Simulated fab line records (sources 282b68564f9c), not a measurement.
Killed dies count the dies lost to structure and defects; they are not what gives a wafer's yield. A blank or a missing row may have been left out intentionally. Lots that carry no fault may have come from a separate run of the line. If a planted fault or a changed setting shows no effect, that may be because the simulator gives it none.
Which of the tools did it? / flow rit-cmos / 48 wafers from 16 lots sampled at 2 of the route's 202 steps

WHAT EACH GAUGE READ, for each wafer
RIT_NLDD_OVL_MEAS_06. Usual: NLDD_OVL 0.3 nm, standard deviation 1.4.
lot=L970; measured=day 3 00:04; on=overlay-01; NLDD_OVL (nm)=0.9 -0.6 -0.4; flag=
lot=L972; measured=day 3 05:19; on=overlay-01; NLDD_OVL (nm)=0.4 -2.2 -2.4; flag=
lot=L973; measured=day 3 13:54; on=overlay-02; NLDD_OVL (nm)=-0.4 0.8 -0.9; flag=
lot=L975; measured=day 3 22:59; on=overlay-01; NLDD_OVL (nm)=-0.1 1.2 1.2; flag=
lot=L977; measured=day 4 07:09; on=overlay-01; NLDD_OVL (nm)=1.3 0.9 -0.4; flag=
lot=L978; measured=day 4 16:14; on=overlay-01; NLDD_OVL (nm)=0.4 -0.6 0.3; flag=
lot=L979; measured=day 4 20:34; on=overlay-01; NLDD_OVL (nm)=-1.3 -2.8 -0.4; flag=
lot=L981; measured=day 5 07:58; on=overlay-01; NLDD_OVL (nm)=-149.6 -151.2 -151.1; flag=OFF
lot=L983; measured=day 5 17:04; on=overlay-02; NLDD_OVL (nm)=-146.7 -146.3 -147.7; flag=OFF
lot=L987; measured=day 6 12:36; on=overlay-02; NLDD_OVL (nm)=-0.8 -1.3 -1.4; flag=
lot=L988; measured=day 6 16:50; on=overlay-01; NLDD_OVL (nm)=-149.9 -152.6 -151.2; flag=OFF
lot=L989; measured=day 6 21:37; on=overlay-02; NLDD_OVL (nm)=-150.9 -149.3 -148.8; flag=OFF
lot=L990; measured=day 7 05:00; on=overlay-02; NLDD_OVL (nm)=1.3 1.1 1.0; flag=
lot=L991; measured=day 7 07:25; on=overlay-02; NLDD_OVL (nm)=1.3 2.2 0.5; flag=
lot=L992; measured=day 7 10:16; on=overlay-01; NLDD_OVL (nm)=0.7 0.0 -0.3; flag=
lot=L993; measured=day 7 18:29; on=overlay-02; NLDD_OVL (nm)=1.0 1.9 1.8; flag=

WHAT TOOL EACH LOT RAN ON (gives the tool, then ch and the chambers of the sampled wafers, and finally the start)
lot=L970; RIT_NLDD_EXPOSE_03=iline-stepper-02 ch 0, day 2 23:40
lot=L972; RIT_NLDD_EXPOSE_03=iline-stepper-02 ch 0, day 3 04:55
lot=L973; RIT_NLDD_EXPOSE_03=iline-stepper-02 ch 0, day 3 13:28
lot=L975; RIT_NLDD_EXPOSE_03=iline-stepper-02 ch 0, day 3 22:37
lot=L977; RIT_NLDD_EXPOSE_03=iline-stepper-02 ch 0, day 4 06:47
lot=L978; RIT_NLDD_EXPOSE_03=iline-stepper-01 ch 0, day 4 15:50
lot=L979; RIT_NLDD_EXPOSE_03=iline-stepper-02 ch 0, day 4 20:10
lot=L981; RIT_NLDD_EXPOSE_03=iline-stepper-02 ch 0, day 5 07:34
lot=L983; RIT_NLDD_EXPOSE_03=iline-stepper-02 ch 0, day 5 16:39
lot=L987; RIT_NLDD_EXPOSE_03=iline-stepper-01 ch 0, day 6 12:13
lot=L988; RIT_NLDD_EXPOSE_03=iline-stepper-02 ch 0, day 6 16:26
lot=L989; RIT_NLDD_EXPOSE_03=iline-stepper-02 ch 0, day 6 21:13
lot=L990; RIT_NLDD_EXPOSE_03=iline-stepper-01 ch 0, day 7 04:36
lot=L991; RIT_NLDD_EXPOSE_03=iline-stepper-01 ch 0, day 7 07:01
lot=L992; RIT_NLDD_EXPOSE_03=iline-stepper-01 ch 0, day 7 09:55
lot=L993; RIT_NLDD_EXPOSE_03=iline-stepper-01 ch 0, day 7 18:05
- RIT_NLDD_EXPOSE_03: exposes mask M7, target cd 40700 nm.

WHAT THE TOOLS THEMSELVES READ (means of the sampled wafers that have a number; where no wafer has one, the mark that the record gives instead)
RIT_NLDD_EXPOSE_03. Usual: exposure-dose-mJ-cm2 249.94, standard deviation 0.27.
lot=L970 tool=iline-stepper-02 exposure-dose-mJ-cm2=249.94 flag=
lot=L972 tool=iline-stepper-02 exposure-dose-mJ-cm2=250.09 flag=
lot=L973 tool=iline-stepper-02 exposure-dose-mJ-cm2=249.95 flag=
lot=L975 tool=iline-stepper-02 exposure-dose-mJ-cm2=249.85 flag=
lot=L977 tool=iline-stepper-02 exposure-dose-mJ-cm2=250.15 flag=
lot=L978 tool=iline-stepper-01 exposure-dose-mJ-cm2=250.02 flag=
lot=L979 tool=iline-stepper-02 exposure-dose-mJ-cm2=249.76 flag=
lot=L981 tool=iline-stepper-02 exposure-dose-mJ-cm2=249.78 flag=
lot=L983 tool=iline-stepper-02 exposure-dose-mJ-cm2=249.71 flag=
lot=L987 tool=iline-stepper-01 exposure-dose-mJ-cm2=249.70 flag=
lot=L988 tool=iline-stepper-02 exposure-dose-mJ-cm2=249.95 flag=
lot=L989 tool=iline-stepper-02 exposure-dose-mJ-cm2=250.06 flag=
lot=L990 tool=iline-stepper-01 exposure-dose-mJ-cm2=249.83 flag=
lot=L991 tool=iline-stepper-01 exposure-dose-mJ-cm2=249.71 flag=
lot=L992 tool=iline-stepper-01 exposure-dose-mJ-cm2=249.51 flag=
lot=L993 tool=iline-stepper-01 exposure-dose-mJ-cm2=249.93 flag=

THE ANSWER, worked out from the rows above alone
Rule: a lot counts as off when the mean over its wafers that have a number is more than 3 standard deviations away from the usual mean. Also off: a lot with no number at a reading for which 4 or more lots have one. Any other lot the step has rows for is counted as sound. The gauges are gone through in route order, then the tools' own readings, and for those a lot's mean is taken as printed above. At the first step where some lot is off, the reading lying furthest off is the one used; lots without a number count as furthest.
Off: at RIT_NLDD_OVL_MEAS_06 (NLDD_OVL), L981, L983, L988, L989.
A tool fits if, at a process step before that reading, it ran every lot that is off, and no sound lot after the first of them. The gauges at RIT_NLDD_OVL_MEAS_06 are tried like those tools. One fits: iline-stepper-02 at RIT_NLDD_EXPOSE_03. A fault onset in the window from L979 (day 4 20:10, its last sound lot) to L981 (day 5 07:34, its first lot off) fits.

WHAT HAD BEEN PUT IN BY THE SIMULATOR
Scanner matching overlay: iline-stepper-02, from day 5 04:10 on, at RIT_NLDD_EXPOSE_03. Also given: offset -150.
Struck lots among those shown: L981, L983, L988, L989. The rule above reached the same finding.
